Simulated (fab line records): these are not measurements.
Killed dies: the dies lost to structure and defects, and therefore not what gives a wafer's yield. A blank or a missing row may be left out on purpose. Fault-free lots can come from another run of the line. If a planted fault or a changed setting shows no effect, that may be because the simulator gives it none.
fab line records	flow berkeleyCmos170	part 1 of 2: steps 1 to 35 of 46
record lots=5	wafers=15	lastDay=11
route steps=331 shown ZERO@12 NWELL@14 PWELL@34 WELLDRIVE@55
lots with no fault: from the same line, run without faults
startH: start of the lot's first displayed wafer, in hours after the record's first day	waitH: how many hours have passed since the lot's step before this one	" as in the row above	L1.1+2: one row covering several wafers at once	- value missing, or start not given	* or withheld: withheld	< > ~ a bound
route shown NAME@n: names a module that has steps shown in the file, with the first one's number in the route	usual: mean/standard deviation of fault-free wafers	same: alike in all rows	chamber/n: place in a boat	sites: the reading at each site	_std_site: the standard deviation of these	_edge_site: outer sites' mean less inner sites'	radiusMm: for every site, how far away it sits from the centre of the wafer	mask NAME#n: copy n	behind: tool/chamber where the wafer was last shaped	hold: why the lot was held/for how many hours/how that ended	device: transistor that didn't switch, given as n, p or np	end of line: the route-end tests of the same wafers	a step without rows: its recipe alone	killed: the dies lost at the first sort to structure and to defects; this is not the yield of the wafer	map: dies across one wafer; x = killed, . = not, _ = none there
set.NAME: the setting that was run; set.NAME@STEP: the one run at that earlier step	model.NAME: the simulator's own value behind a step, which no gauge read
lots at selected steps of the route; one table per step, one row per wafer
services: a tool's chamber out of use, with start hour (startH, from the record's first day; less than 0 if before it), hours out, and reason
## steps
# step UCB170_ZERO_ETCH_06
# recipe chemistry=CHF3/CF4/Ar	target=SiO2	timeS=12	pressureMtorr=100	rfW=500	CHF3_flow_sccm=50	cf4FlowSccm=10	Ar_flow_sccm=120	overEtchFrac=1.58
# usual drypumpMotorCurrentA=5.8/0.47	oesProductAu=0.620/0.0093	throttleValvePct=9.17/0.14
lot.wafer	tool	chamber	startH	waitH	drypumpMotorCurrentA	oesProductAu	rfHoursCounterH	throttleValvePct
L080.1	rieDiel-03	2	52.14	-	5.4	0.631	154	9.13
L080.2	"	3	"	"	5.8	0.620	35	8.97
L080.3	"	0	"	"	6.7	0.628	3	9.02
L081.1	rieDiel-04	3	52.38	-	6.1	0.629	21	9.22
L081.3	"	2	"	"	5.5	0.629	103	9.08
L081.5	"	3	"	"	6.1	0.622	-	9.22
L090.3	rieDiel-03	2	98.27	-	5.4	0.630	156	9.12
L090.4	"	3	"	"	5.7	0.609	37	8.97
L090.6	"	0	"	"	6.7	0.620	-	9.02
L091.1	rieDiel-03	3	104.37	-	5.8	0.617	37	8.97
L091.2	"	2	"	"	5.4	0.626	157	9.11
L091.5	"	3	"	"	5.8	0.607	-	8.97
L096.1	rieDiel-02	0	127.87	-	5.1	0.616	2	9.32
L096.2	"	1	"	"	5.7	0.605	93	9.38
L096.4	"	2	"	"	6.0	0.619	135	9.16
# step UCB170_ZERO_STRIP_07
# recipe chemistry=O2	powerW=400	pressureMtorr=3500	platenTempC=withheld	o2FlowSccm=400	overashFraction=0.5
# usual drypumpMotorCurrentA=5.6/0.38	oesProductAu=0.727/0.0045	stripTimeToEndpointS=21.46/0.053
lot.wafer	tool	chamber	startH	waitH	drypumpMotorCurrentA	oesProductAu	rfHoursCounterH	stripTimeToEndpointS
L080.1	plasmaAsher-04	0	52.16	0.0	6.4	0.722	35	21.48
L080.2	"	1	"	"	6.1	0.731	35	21.54
L080.3	"	1	"	"	6.1	0.719	-	21.41
L081.1	plasmaAsher-01	1	52.41	0.0	5.6	0.718	35	21.51
L081.3	"	0	"	"	5.1	0.725	-	21.43
L081.5	"	0	"	"	5.2	0.724	-	21.40
L090.3	plasmaAsher-04	1	98.32	0.0	6.1	0.726	-	21.46
L090.4	"	0	"	"	6.4	0.731	-	21.47
L090.6	"	0	"	"	6.4	0.728	-	21.52
L091.1	plasmaAsher-01	1	104.39	0.0	5.5	0.726	40	21.52
L091.2	"	0	"	"	5.2	0.724	40	21.46
L091.5	"	0	"	"	5.2	0.730	-	21.50
L096.1	plasmaAsher-03	0	127.89	0.0	5.6	0.731	42	21.47
L096.2	"	1	"	"	5.5	0.725	42	21.44
L096.4	"	1	"	"	5.5	0.732	-	21.48
# step UCB170_NWELL_WET_ETCH_00
# recipe chemistry=dHF	dilution=25:1	target=SiO2	tempC=25	timeS=200
lot.wafer	tool	chamber	startH	waitH
L080.1+2+3	wetBench-01	2	53.11	0.9
L081.1+3+5	wetBench-01	2	53.11	0.7
L090.3+4+6	wetBench-02	3	99.84	1.5
L091.1+2+5	wetBench-03	2	104.52	0.1
L096.1+2+4	wetBench-02	1	128.59	0.7
# step UCB170_NWELL_OXIDATION_01
# recipe tempC=1000	ambient=O2	targetThkA=264	oxTimeS=1260
# same oxTimeS=1260
lot.wafer	tool	chamber	startH	waitH
L080.1+2+3	furnace-01	0	57.55	4.4
L081.1+3+5	furnace-01	0	57.55	4.4
L090.3+4+6	furnace-02	0	101.79	1.9
L091.1+2+5	furnace-02	0	106.64	2.1
L096.1+2+4	furnace-02	0	129.96	1.3
# step UCB170_NWELL_THK_MEAS_02
# recipe reads=SiO2_of_NWELL_OXIDATION_01
# usual NWELL_OXIDE_THK=26.5/0.48
lot.wafer	tool	chamber	startH	waitH	NWELL_OXIDE_THK[nm]
L080.1	filmMetro-02	-	58.90	0.0	26.3
L080.2	"	-	"	"	26.3
L080.3	"	-	"	"	26.5
L081.1	filmMetro-04	-	58.90	0.0	26.6
L081.3	"	-	"	"	26.4
L081.5	"	-	"	"	26.7
L090.3	filmMetro-02	-	103.16	0.0	26.2
L090.4	"	-	"	"	26.3
L090.6	"	-	"	"	26.1
L091.1	filmMetro-04	-	107.99	0.0	26.6
L091.2	"	-	"	"	26.5
L091.5	"	-	"	"	26.2
L096.1	filmMetro-04	-	131.31	0.0	26.9
L096.2	"	-	"	"	26.7
L096.4	"	-	"	"	27.1
# step UCB170_NWELL_ANNEAL_03
# recipe tempC=1000	timeS=900	ambient=N2
lot.wafer	tool	chamber	startH	waitH
L080.1+2+3	furnace-03	0	61.01	2.1
L081.1+3+5	furnace-03	0	61.01	2.1
L090.3+4+6	furnace-01	0	106.34	3.2
L091.1+2+5	furnace-02	0	109.24	1.2
L096.1+2+4	furnace-03	0	132.61	1.3
# step UCB170_NWELL_CVD_04
# recipe material=Si3N4	targetThkNm=224	tempC=800	precursor=SiH2Cl2/NH3	timeS=3360	pressureMtorr=200	sih2cl2FlowSccm=25	nh3FlowSccm=75
lot.wafer	tool	chamber	startH	waitH
L080.1+2+3	lpcvd-02	0	63.13	0.9
L081.1+3+5	lpcvd-02	1	63.13	0.9
L090.3+4+6	lpcvd-02	0	108.43	0.8
L091.1+2+5	lpcvd-01	1	111.88	1.4
L096.1+2+4	lpcvd-02	1	134.04	0.2
# step UCB170_NWELL_THK_MEAS_05
# recipe reads=Si3N4_of_NWELL_CVD_04
# usual NWELL_NITRIDE_THK=224.1/2.6
lot.wafer	tool	chamber	startH	waitH	NWELL_NITRIDE_THK[nm]
L081.1	filmMetro-02	-	65.06	0.0	223.1
L081.3	"	-	"	"	222.1
L081.5	"	-	"	"	223.1
L080.1	filmMetro-03	-	65.12	0.1	225.6
L080.2	"	-	"	"	228.3
L080.3	"	-	"	"	225.9
L090.3	filmMetro-03	-	110.38	0.0	226.6
L090.4	"	-	"	"	224.3
L090.6	"	-	"	"	225.6
L091.1	filmMetro-02	-	113.82	0.0	223.4
L091.2	"	-	"	"	223.2
L091.5	"	-	"	"	223.7
L096.1	filmMetro-02	-	135.97	0.0	222.1
L096.2	"	-	"	"	220.2
L096.4	"	-	"	"	220.9
# step UCB170_NWELL_HMDS_06
# recipe primeTimeS=60	primeTempC=100
lot.wafer	tool	chamber	startH	waitH
L081.1+3+5	lithoTrack-01	0	65.25	0.2
L080.1+2+3	lithoTrack-02	0	65.29	0.2
L090.3+4+6	lithoTrack-03	0	110.93	0.5
L091.1+2+5	lithoTrack-02	0	114.05	0.2
L096.1+2+4	lithoTrack-03	0	136.03	0.1
# step UCB170_NWELL_COAT_07
# recipe resist=KrF	spinRpm=1500	resistThkNm=900
lot.wafer	tool	chamber	startH	waitH
L081.1+3+5	lithoTrack-01	0	65.40	0.1
L080.1+2+3	lithoTrack-02	0	65.44	0.1
L090.3+4+6	lithoTrack-03	0	111.08	0.1
L091.1+2+5	lithoTrack-02	0	114.20	0.1
L096.1+2+4	lithoTrack-03	0	136.18	0.1
# step UCB170_NWELL_SOFTBAKE_08
# recipe resist=KrF	tempC=130	timeS=60
lot.wafer	tool	chamber	startH	waitH
L081.1+3+5	lithoTrack-01	0	65.55	0.1
L080.1+2+3	lithoTrack-02	0	65.59	0.1
L090.3+4+6	lithoTrack-03	0	111.23	0.1
L091.1+2+5	lithoTrack-02	0	114.35	0.1
L096.1+2+4	lithoTrack-03	0	136.33	0.1
# step UCB170_NWELL_EXPOSE_09
# recipe maskId=NWELL	targetCdNm=3000	na=0.5	sigmaOuter=0.6	sourceShape=conventional	doseMj=25
lot.wafer	tool	chamber	startH	waitH	mask
L081.1+3+5	krfScanner-01	0	65.70	0.1	NWELL#0
L080.1+2+3	krfScanner-02	0	65.94	0.3	NWELL#0
L090.3+4+6	krfScanner-01	0	111.37	0.1	NWELL#0
L091.1+2+5	krfScanner-01	0	114.50	0.1	NWELL#0
L096.1+2+4	krfScanner-02	0	136.68	0.3	NWELL#0
# step UCB170_NWELL_PEB_10
# recipe pebTempC=130	pebTimeS=withheld	resist=KrF
lot.wafer	tool	chamber	startH	waitH
L081.1+3+5	lithoTrack-01	0	65.97	0.3
L080.1+2+3	lithoTrack-01	0	66.25	0.3
L090.3+4+6	lithoTrack-01	0	111.67	0.3
L091.1+2+5	lithoTrack-02	0	114.78	0.3
L096.1+2+4	lithoTrack-03	0	136.80	0.1
# step UCB170_NWELL_DEVELOP_11
# recipe developer=TMAH	developTimeS=45	resist=KrF	devTempC=21
lot.wafer	tool	chamber	startH	waitH
L081.1+3+5	lithoTrack-01	0	-	-
L080.1+2+3	lithoTrack-01	0	-	-
L090.3+4+6	lithoTrack-01	0	-	-
L091.1+2+5	lithoTrack-02	0	-	-
L096.1+2+4	lithoTrack-03	0	-	-
# step UCB170_NWELL_OVL_MEAS_12
# usual NWELL_OVL=1/5.9
lot.wafer	tool	chamber	startH	waitH	NWELL_OVL[nm]
L081.1	overlay-01	-	66.25	-	-2
L081.3	"	-	"	"	7
L081.5	"	-	"	"	10
L080.1	overlay-01	-	66.52	-	-3
L080.2	"	-	"	"	-3
L080.3	"	-	"	"	-1
L090.3	overlay-02	-	111.91	-	5
L090.4	"	-	"	"	5
L090.6	"	-	"	"	12
L091.1	overlay-02	-	115.05	-	12
L091.2	"	-	"	"	1
L091.5	"	-	"	"	2
L096.1	overlay-02	-	137.07	-	-7
L096.2	"	-	"	"	-13
L096.4	"	-	"	"	-9
# step UCB170_NWELL_ETCH_13
# recipe chemistry=CH3F/Ar/O2	target=Si3N4	stopOn=SiO2	CH3F_flow_sccm=20	Ar_flow_sccm=50	O2_flow_sccm=7	pressureMtorr=50	rfW=450	targetDepthA=2464	overEtchFrac=0.1	timeS=154
# usual drypumpMotorCurrentA=5.6/0.4	oesProductAu=0.940/0.012	throttleValvePct=8.03/0.097
lot.wafer	tool	chamber	startH	waitH	drypumpMotorCurrentA	oesProductAu	rfHoursCounterH	throttleValvePct
L081.1	rieDiel-01	1	66.28	0.0	5.9	0.939	132	8.07
L081.3	"	0	"	"	5.8	0.933	72	7.97
L081.5	"	1	"	"	5.8	0.943	-	8.07
L080.1	rieDiel-01	2	66.56	0.0	5.1	0.945	14	7.97
L080.2	"	0	"	"	5.8	0.956	72	7.95
L080.3	"	3	"	"	5.5	0.933	73	7.95
L090.3	rieDiel-02	1	111.93	0.0	5.7	0.939	92	8.16
L090.4	"	2	"	"	6.0	0.940	134	7.98
L090.6	"	2	"	"	6.0	0.948	-	8.00
L091.1	rieDiel-02	0	115.09	0.0	5.1	0.942	2	8.13
L091.2	"	3	"	"	5.5	0.929	9	8.09
L091.5	"	3	"	"	5.5	0.931	-	8.08
L096.1	rieDiel-01	3	137.11	0.0	5.5	0.919	76	7.95
L096.2	"	1	"	"	5.9	0.929	136	8.08
L096.4	"	2	"	"	5.2	0.938	18	7.98
# step UCB170_NWELL_IMPLANT_14
# recipe species=P	doseCm2=1e+13	energyKev=150	tiltDeg=7
# usual doseIonsCm2=1e+13/1.2e+10
lot.wafer	tool	chamber	startH	waitH	doseIonsCm2
L081.1	implanter-01	0	66.39	0.1	1.0003e+13
L081.3	"	0	"	"	9.992e+12
L081.5	"	0	"	"	9.997e+12
L080.1	implanter-04	0	66.66	0.1	1.0012e+13
L080.2	"	0	"	"	1.002e+13
L080.3	"	0	"	"	1.0013e+13
L090.3	implanter-01	0	112.08	0.1	1.0014e+13
L090.4	"	0	"	"	1.0001e+13
L090.6	"	0	"	"	1.0012e+13
L091.1	implanter-04	0	115.19	0.1	9.996e+12
L091.2	"	0	"	"	9.986e+12
L091.5	"	0	"	"	9.997e+12
L096.1	implanter-01	0	137.21	0.1	9.989e+12
L096.2	"	0	"	"	9.974e+12
L096.4	"	0	"	"	9.984e+12
# step UCB170_NWELL_STRIP_15
# recipe chemistry=O2	powerW=400	pressureMtorr=3500	platenTempC=withheld	o2FlowSccm=400	overashFraction=0.5
# usual drypumpMotorCurrentA=5.42/0.27	oesProductAu=0.721/0.0043	stripTimeToEndpointS=18.01/0.077
lot.wafer	tool	chamber	startH	waitH	drypumpMotorCurrentA	oesProductAu	rfHoursCounterH	stripTimeToEndpointS
L081.1	plasmaAsher-01	1	66.54	0.1	5.57	0.723	36	17.90
L081.3	"	0	"	"	5.15	0.722	-	17.87
L081.5	"	1	"	"	5.55	0.721	-	17.99
L080.1	plasmaAsher-03	0	66.81	0.1	5.61	0.730	35	18.03
L080.2	"	1	"	"	5.47	0.727	35	17.99
L080.3	"	0	"	"	5.62	0.722	-	18.05
L090.3	plasmaAsher-03	1	112.22	0.1	5.47	0.725	-	18.07
L090.4	"	0	"	"	5.63	0.718	-	18.03
L090.6	"	1	"	"	5.45	0.723	-	18.00
L091.1	plasmaAsher-03	0	115.34	0.1	5.62	0.727	40	18.07
L091.2	"	1	"	"	5.49	0.715	40	18.13
L091.5	"	0	"	"	5.61	0.724	-	18.08
L096.1	plasmaAsher-03	1	137.36	0.1	5.46	0.723	43	18.00
L096.2	"	0	"	"	5.61	0.723	43	18.14
L096.4	"	1	"	"	5.48	0.719	-	18.09
# step UCB170_NWELL_TW_MEAS_16
# usual NWELL_TW=1256/7.1
lot.wafer	tool	chamber	startH	waitH	NWELL_TW
L081.1	filmMetro-03	-	66.64	0.1	1248
L081.3	"	-	"	"	1247
L081.5	"	-	"	"	1251
L080.1	filmMetro-04	-	66.91	0.1	1258
L080.2	"	-	"	"	1263
L080.3	"	-	"	"	1269
L090.3	filmMetro-04	-	112.30	0.1	1264
L090.4	"	-	"	"	1257
L090.6	"	-	"	"	1251
L091.1	filmMetro-04	-	115.44	0.1	1255
L091.2	"	-	"	"	1258
L091.5	"	-	"	"	1256
L096.1	filmMetro-04	-	137.46	0.1	1260
L096.2	"	-	"	"	1255
L096.4	"	-	"	"	1255
# step UCB170_NWELL_CLEAN_17
# recipe chemistry=SPM	tempC=120	timeS=600
lot.wafer	tool	chamber	startH	waitH
L081.1+3+5	wetBench-03	2	66.70	0.1
L080.1+2+3	wetBench-01	3	66.97	0.1
L090.3+4+6	wetBench-01	3	112.34	0.0
L091.1+2+5	wetBench-03	3	115.50	0.1
L096.1+2+4	wetBench-03	0	138.32	0.9
# step UCB170_NWELL_WET_ETCH_18
# recipe chemistry=H3PO4	target=Si3N4	tempC=160	timeS=14400
lot.wafer	tool	chamber	startH	waitH
L081.1+3+5	wetBench-02	2	66.87	0.0
L080.1+2+3	wetBench-03	2	67.15	0.0
L090.3+4+6	wetBench-02	1	112.52	0.0
L091.1+2+5	wetBench-03	3	115.69	0.0
L096.1+2+4	wetBench-02	2	138.64	0.1
# step UCB170_NWELL_WET_ETCH_19
# recipe chemistry=BOE	dilution=5:1	target=SiO2	tempC=25	timeS=22
lot.wafer	tool	chamber	startH	waitH
L080.1+2+3	wetBench-03	3	71.81	0.7
L081.1+3+5	wetBench-03	1	71.81	0.9
L090.3+4+6	wetBench-02	0	116.57	0.0
L091.1+2+5	wetBench-03	2	120.14	0.1
L096.1+2+4	wetBench-02	3	142.65	0.0
# step UCB170_PWELL_CLEAN_00
# recipe chemistry=SPM	tempC=120	timeS=600
lot.wafer	tool	chamber	startH	waitH
L080.1+2+3	wetBench-03	2	71.83	0.0
L081.1+3+5	wetBench-03	2	71.83	0.0
L090.3+4+6	wetBench-02	1	116.76	0.2
L091.1+2+5	wetBench-01	0	120.19	0.0
L096.1+2+4	wetBench-02	1	142.66	0.0
# step UCB170_PWELL_CLEAN_01
# recipe chemistry=dHF	dilution=25:1	timeS=60
lot.wafer	tool	chamber	startH	waitH
L080.1+2+3	wetBench-03	1	72.03	0.0
L081.1+3+5	wetBench-03	2	72.03	0.0
L090.3+4+6	wetBench-02	0	116.96	0.0
L091.1+2+5	wetBench-03	2	120.89	0.0
L096.1+2+4	wetBench-01	0	142.84	0.0
# step UCB170_PWELL_OXIDATION_02
# recipe tempC=1000	ambient=O2	targetThkA=264	oxTimeS=1260
# same oxTimeS=1260
lot.wafer	tool	chamber	startH	waitH
L080.1+2+3	furnace-02	0	75.73	3.7
L081.1+3+5	furnace-02	0	75.73	3.7
L090.3+4+6	furnace-02	0	121.11	4.1
L091.1+2+5	furnace-02	0	121.11	0.2
L096.1+2+4	furnace-04	0	146.37	3.5
# step UCB170_PWELL_THK_MEAS_03
# recipe reads=SiO2_of_PWELL_OXIDATION_02
# usual PWELL_OXIDE_THK=26.3/0.47
lot.wafer	tool	chamber	startH	waitH	PWELL_OXIDE_THK[nm]
L080.1	filmMetro-01	-	77.08	0.0	26.2
L080.2	"	-	"	"	26.1
L080.3	"	-	"	"	26.6
L081.1	filmMetro-04	-	77.08	0.0	26.3
L081.3	"	-	"	"	26.3
L081.5	"	-	"	"	26.8
L091.1	filmMetro-01	-	122.46	0.0	25.5
L091.2	"	-	"	"	26.0
L091.5	"	-	"	"	25.9
L090.3	filmMetro-03	-	122.48	0.0	26.0
L090.4	"	-	"	"	25.8
L090.6	"	-	"	"	26.1
L096.1	filmMetro-04	-	147.72	0.0	25.9
L096.2	"	-	"	"	25.8
L096.4	"	-	"	"	26.1
# step UCB170_PWELL_ANNEAL_04
# recipe tempC=1000	timeS=900	ambient=N2
lot.wafer	tool	chamber	startH	waitH
L080.1+2+3	furnace-03	0	81.76	4.7
L081.1+3+5	furnace-03	0	81.76	4.7
L090.3+4+6	furnace-04	0	125.24	2.8
L091.1+2+5	furnace-04	0	125.24	2.8
L096.1+2+4	furnace-02	0	149.29	1.6
# step UCB170_PWELL_CVD_05
# recipe material=Si3N4	targetThkNm=220	tempC=800	precursor=SiH2Cl2/NH3	timeS=3300	pressureMtorr=200	sih2cl2FlowSccm=25	nh3FlowSccm=75
lot.wafer	tool	chamber	startH	waitH
L080.1+2+3	lpcvd-02	1	83.01	0.0
L081.1+3+5	lpcvd-02	1	83.01	0.0
L090.3+4+6	lpcvd-01	0	126.49	0.0
L091.1+2+5	lpcvd-01	0	126.49	0.0
L096.1+2+4	lpcvd-01	0	150.84	0.3
# step UCB170_PWELL_THK_MEAS_06
# recipe reads=Si3N4_of_PWELL_CVD_05
# usual PWELL_NITRIDE_THK=221.3/2.5
lot.wafer	tool	chamber	startH	waitH	PWELL_NITRIDE_THK[nm]
L080.1	filmMetro-01	-	84.93	0.0	217.2
L080.2	"	-	"	"	217.0
L080.3	"	-	"	"	215.5
L081.1	filmMetro-03	-	84.93	0.0	222.8
L081.3	"	-	"	"	222.9
L081.5	"	-	"	"	222.5
L091.1	filmMetro-01	-	128.41	0.0	225.2
L091.2	"	-	"	"	222.9
L091.5	"	-	"	"	225.8
L090.3	filmMetro-01	-	128.49	0.1	219.4
L090.4	"	-	"	"	219.9
L090.6	"	-	"	"	218.5
L096.1	filmMetro-03	-	152.75	0.0	221.7
L096.2	"	-	"	"	222.7
L096.4	"	-	"	"	222.8
# step UCB170_PWELL_HMDS_07
# recipe primeTimeS=60	primeTempC=100
lot.wafer	tool	chamber	startH	waitH
L081.1+3+5	lithoTrack-02	0	85.05	0.1
L080.1+2+3	lithoTrack-04	0	85.17	0.2
L091.1+2+5	lithoTrack-02	0	128.47	0.1
L090.3+4+6	lithoTrack-03	0	128.58	0.1
L096.1+2+4	lithoTrack-03	0	152.81	0.1
# step UCB170_PWELL_COAT_08
# recipe resist=KrF	spinRpm=1500	resistThkNm=900
lot.wafer	tool	chamber	startH	waitH
L081.1+3+5	lithoTrack-02	0	85.20	0.1
L080.1+2+3	lithoTrack-04	0	85.32	0.1
L091.1+2+5	lithoTrack-02	0	128.62	0.1
L090.3+4+6	lithoTrack-03	0	128.73	0.1
L096.1+2+4	lithoTrack-03	0	152.96	0.1
# step UCB170_PWELL_SOFTBAKE_09
# recipe resist=KrF	tempC=130	timeS=58.64
lot.wafer	tool	chamber	startH	waitH
L081.1+3+5	lithoTrack-02	0	85.35	0.1
L080.1+2+3	lithoTrack-04	0	85.47	0.1
L091.1+2+5	lithoTrack-02	0	128.77	0.1
L090.3+4+6	lithoTrack-03	0	128.88	0.1
L096.1+2+4	lithoTrack-03	0	153.11	0.1
# step UCB170_PWELL_EXPOSE_10
# recipe maskId=PWELL	targetCdNm=3000	na=0.5	sigmaOuter=0.6	sourceShape=conventional	doseMj=19
lot.wafer	tool	chamber	startH	waitH	mask
L081.1+3+5	krfScanner-02	0	85.50	0.1	PWELL#0
L080.1+2+3	krfScanner-02	0	85.62	0.1	PWELL#0
L091.1+2+5	krfScanner-02	0	129.05	0.3	PWELL#0
L090.3+4+6	krfScanner-01	0	129.33	0.4	PWELL#0
L096.1+2+4	krfScanner-02	0	153.39	0.3	PWELL#0
# step UCB170_PWELL_PEB_11
# recipe pebTempC=130	pebTimeS=withheld	resist=KrF
lot.wafer	tool	chamber	startH	waitH
L081.1+3+5	lithoTrack-02	0	85.62	0.1
L080.1+2+3	lithoTrack-03	0	85.73	0.1
L091.1+2+5	lithoTrack-04	0	129.42	0.4
L090.3+4+6	lithoTrack-03	0	129.48	0.1
L096.1+2+4	lithoTrack-03	0	153.50	0.1
# step UCB170_PWELL_DEVELOP_12
# recipe developer=TMAH	developTimeS=45	resist=KrF	devTempC=21
lot.wafer	tool	chamber	startH	waitH
L081.1+3+5	lithoTrack-02	0	-	-
L080.1+2+3	lithoTrack-03	0	-	-
L091.1+2+5	lithoTrack-04	0	-	-
L090.3+4+6	lithoTrack-03	0	-	-
L096.1+2+4	lithoTrack-03	0	-	-
